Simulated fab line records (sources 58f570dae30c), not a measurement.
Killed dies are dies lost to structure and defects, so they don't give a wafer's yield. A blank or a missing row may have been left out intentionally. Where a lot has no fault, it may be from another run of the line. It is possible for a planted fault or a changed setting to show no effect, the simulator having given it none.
Which of the tools did it? ; flow berkeley-cmos170 ; 21 wafers from 7 lots sampled at 3 of the route's 331 steps

## WHAT THE GAUGES SHOWED, per wafer
UCB170_V2_OVL_MEAS_13.
lot;measured;on;V2_OVL (nm)
L920;day 8 19:49;overlay-01;-6 -2 -4
L922;day 9 04:28;overlay-02;11 4 1
L926;day 9 22:08;overlay-02;6 7 5
L925;day 9 23:32;overlay-02;2 -2 0
L935;day 11 18:59;overlay-02;3 5 13
L943;day 13 01:09;overlay-01;3 3 1
L942;day 13 17:40;overlay-02;8 2 4

## WHICH TOOL RAN EACH LOT (tool, then ch and the chambers of the sampled wafers, then the start)
lot;UCB170_NLDD_STRIP_10;UCB170_NSD_STRIP_09
L920;plasma-asher-02 ch 0,1, day 7 17:04;plasma-asher-01 ch 0,1, day 8 00:49
L922;plasma-asher-03 ch 0,1, day 7 21:59;plasma-asher-01 ch 0,1, day 8 08:05
L926;plasma-asher-02 ch 0,1, day 8 17:13;plasma-asher-01 ch 0, day 9 03:45
L925;plasma-asher-03 ch 0,1, day 8 17:46;plasma-asher-02 ch 0,1, day 9 04:04
L935;plasma-asher-03 ch 0,1, day 10 11:31;plasma-asher-01 ch 0,1, day 11 00:46
L943;plasma-asher-02 ch 0,1, day 11 20:16;plasma-asher-02 ch 0,1, day 12 06:28
L942;plasma-asher-02 ch 0,1, day 12 08:05;plasma-asher-02 ch 0, day 12 21:05
- UCB170_NLDD_STRIP_10: strips in O2.
- UCB170_NSD_STRIP_09: strips in O2.

## THE ANSWER, worked out from the rows above alone
Rule: the usual values come from the lots themselves. The widest of any qualifying gaps counts: lots, ordered by their means at a reading, are off when they make up no more than a third of the lots, leave a main group of 4 or more, and stand apart from it by 3 or more times the standard deviation of that group's means. The tables above print the reading to a certain number of digits; a main group whose means all agree to those digits is not used. Also off: a lot with no number at a reading for which 4 or more lots have one. Any other lot the step has rows for is counted as sound.
No lot is off at any reading shown: from this, nothing can be told.

## WHAT THE SIMULATOR HAD INSERTED
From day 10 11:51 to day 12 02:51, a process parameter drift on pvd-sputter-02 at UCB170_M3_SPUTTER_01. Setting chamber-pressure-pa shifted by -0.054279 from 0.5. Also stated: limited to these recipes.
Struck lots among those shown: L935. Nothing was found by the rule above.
